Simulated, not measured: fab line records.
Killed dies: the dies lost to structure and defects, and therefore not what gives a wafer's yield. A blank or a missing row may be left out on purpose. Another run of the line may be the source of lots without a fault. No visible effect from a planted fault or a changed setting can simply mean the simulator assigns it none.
Lot-split experiment | flow berkeley cmos170 | 5 lots, 23 wafers read, on a route of 331 steps

== ABOUT THE SPLIT ==
At UCB170_M3_COAT_10 (resist thk 900 nm), the setting resist thk nm was moved away from the recipe's 900 nm on 8 of the 23 wafers read, by -5.5% to +3.8%. The other wafers ran this setting at the recipe's value.

Reading taken at the split's own step.

== THE READING ==
KrF_of_M3_COAT_10.thk nm (the simulator's own value, which no gauge read), in nm, at UCB170_M3_COAT_10 (resist thk 900 nm). No usual value for it is given in the file. Here, 15 wafers ran the recipe; their average is 903.2 nm with a standard deviation of 4 nm.

wafer  | tool, chamber at the split | resist thk nm as run, nm | against the recipe | KrF_of_M3_COAT_10.thk nm, nm | against lot-mates on the recipe
L075.1 | litho track-02, 0          | 900                      | recipe             | 903.1                        | -
L075.2 | litho track-02, 0          | 900                      | recipe             | 905                          | -
L075.3 | litho track-02, 0          | 900                      | recipe             | 904.8                        | -
L075.4 | litho track-02, 0          | 933.8                    | +3.8%              | 935.9                        | +31.6
L075.5 | litho track-02, 0          | 933.8                    | +3.8%              | 937.7                        | +33.4
L078.3 | litho track-04, 0          | 900                      | recipe             | 898.2                        | -
L078.4 | litho track-04, 0          | 900                      | recipe             | 895.3                        | -
L078.5 | litho track-04, 0          | 900                      | recipe             | 895.5                        | -
L080.1 | litho track-03, 0          | 900                      | recipe             | 905                          | -
L080.2 | litho track-03, 0          | 900                      | recipe             | 905.3                        | -
L080.3 | litho track-03, 0          | 900                      | recipe             | 906.4                        | -
L080.4 | litho track-03, 0          | 900                      | recipe             | 908.7                        | -
L080.6 | litho track-03, 0          | 900                      | recipe             | 908                          | -
L082.1 | litho track-03, 0          | 900                      | recipe             | 903.2                        | -
L082.2 | litho track-03, 0          | 850.5                    | -5.5%              | 855.2                        | -48.8
L082.4 | litho track-03, 0          | 850.5                    | -5.5%              | 855.2                        | -48.8
L082.3 | litho track-03, 0          | 900                      | recipe             | 904.8                        | -
L082.6 | litho track-03, 0          | 850.5                    | -5.5%              | 854.9                        | -49.1
L084.1 | litho track-02, 0          | 900                      | recipe             | 903.9                        | -
L084.2 | litho track-02, 0          | 870.6                    | -3.3%              | 874.3                        | -27.7
L084.3 | litho track-02, 0          | 900                      | recipe             | 900.1                        | -
L084.5 | litho track-02, 0          | 870.6                    | -3.3%              | 871.3                        | -30.7
L084.6 | litho track-02, 0          | 870.6                    | -3.3%              | 873.1                        | -28.9

THE FIT
A straight line over all 23 wafers: KrF_of_M3_COAT_10.thk nm changes by +8.89 nm for each +1% of resist thk nm; r = +0.99; the points scatter about the line by 3.4 nm.
The same after taking each lot's own level away (the mean of its wafers on the recipe; 23 wafers): +8.83 nm for each +1%; r = +1.00; scatter 1.3 nm.
Per that fit: largest resist thk nm move, reading shift of 49 nm.
The lots' own levels span 896.33 to 906.68 nm, that is 2.6 times the standard deviation above.
Hence the lot-to-lot level has little effect on the slope; both slopes agree.
Check: -48.7 nm against its lot-mates is what the line predicts for one of the wafers moved furthest among these (-5.5%) when that wafer is left out of the fit. It came out at -48.8 nm against them.

== THESE WAFERS: OTHER SPLITS ==
Note: prior to the reading, these wafers also went through further splits. Each is held against what the fit with the lots' levels taken away leaves over:
other split on the same wafers        | wafers away from the commonest value | r with KrF_of_M3_COAT_10.thk nm (lot level and that fit taken away)
UCB170_CONTACT_ETCH_17 pressure mtorr | 18                                   | +0.06
UCB170_V1_CMP_02 leave above ref nm   | 7                                    | +0.04
UCB170_V2_PEB_10 peb temp c           | 11                                   | +0.08
UCB170_V2_ETCH_14 rf w                | 7                                    | -0.32

== FILE'S OWN FIT ==
KrF_of_M3_COAT_10.thk nm changes by +8.84 nm for each +1% of resist thk nm, r = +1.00.
